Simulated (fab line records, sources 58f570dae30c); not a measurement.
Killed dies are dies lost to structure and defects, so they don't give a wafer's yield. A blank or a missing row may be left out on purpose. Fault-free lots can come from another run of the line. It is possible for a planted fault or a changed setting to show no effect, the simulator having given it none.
Comparing a struck lot with a sound one / flow berkeley_cmos170 / 15 out of 331 route steps
Sound: wafers L856.1, L856.3, L856.5. Wafers struck: L854.1, L854.2, L854.4. The cause comes at the end.
At each step with rows: each side's tool, then ch and its chambers, then its first start. Under that, the readings that differ: sound wafers / struck wafers / difference of the means / sigmas: that difference in standard deviations of wafers without a fault.
alike: same words and numbers on both sides, and readings whose means sit less than 2 such deviations apart. not compared: any withheld reading, any reading some wafer has no value for, any bound like >300 that may hide the same value, and any number with overlapping values for which the record gives no deviation.
Wherever a step has rows on one side only, a row that says differs or no value, or a row with sigmas, the two part there. Non-overlapping numbers with no deviation appear without sigmas and do not part them. A reading missing from all wafers of one side parts the sides only when that side holds two or more wafers.

UCB170_GATE_STRIP_16: strips in O2.
  sound on plasma_asher-02 ch 0,1, day 8 02:44; struck on plasma_asher-02 ch 0,1, day 7 22:42
  alike: drypump_motor_current_A, oes_product_au
  not compared: rf_hours_counter_h
UCB170_GATE_CD_MEAS_90: target cd 350 nm.
  struck on cd_sem-02, day 7 22:48; sound on cd_sem-02, day 8 02:50
  alike: cd_nm
then, 7 steps without rows for these wafers: UCB170_GATE_CLEAN_17 (cleans in SPM, time 600 s); UCB170_PLDD_HMDS_00 (prime time 60 s); UCB170_PLDD_COAT_01 (resist thk 900 nm); UCB170_PLDD_SOFTBAKE_02 (time 60 s); UCB170_PLDD_EXPOSE_03 (exposes mask PSELECT, target cd 1200 nm); UCB170_PLDD_PEB_04; UCB170_PLDD_DEVELOP_05 (develop time 45 s).
UCB170_PLDD_CD_MEAS_06: target cd 1200 nm.
  struck on cd_sem-01, day 8 00:19; sound on cd_sem-02, day 8 04:07
reading=cd_nm (nm); sound=1201.5 1200.7 1201.5; struck=1198.6 1197.1 1198.1; difference=-3.3; sigmas=-2
UCB170_PLDD_OVL_MEAS_07:
  struck on overlay-02, day 8 00:26; sound on overlay-02, day 8 04:14
  alike: PLDD_OVL
after that, 1 step had no rows for these wafers: UCB170_PLDD_IMPLANT_08.
UCB170_PLDD_IMPLANT_09:
  sound on implanter-04 ch 0, day 8 04:26; struck on implanter-02 ch 0, day 8 00:37
reading=beam_energy_keV; sound=10.002 9.997 9.998; struck=10.225 10.224 10.224; difference=+0.225; sigmas=+64
reading=model.implant.drp_nm (nm); sound=6.005 6.005 6.005; struck=6.096 6.096 6.096; difference=+0.091; sigmas=
UCB170_PLDD_STRIP_10: strips in O2.
  sound on plasma_asher-01 ch 0,1, day 8 04:35; struck on plasma_asher-01 ch 0,1, day 8 00:46
  alike: drypump_motor_current_A, oes_product_au, strip_time_to_endpoint_s
  not compared: rf_hours_counter_h
after that, 1 step had no rows for these wafers: UCB170_M3_PROBE_99.

## WHERE THEY PART
Earliest at UCB170_PLDD_CD_MEAS_06; latest, in this record, at UCB170_PLDD_IMPLANT_09. Later steps at which nothing parts them and some readings are alike: UCB170_PLDD_STRIP_10.

WHY: the cause the simulator had injected
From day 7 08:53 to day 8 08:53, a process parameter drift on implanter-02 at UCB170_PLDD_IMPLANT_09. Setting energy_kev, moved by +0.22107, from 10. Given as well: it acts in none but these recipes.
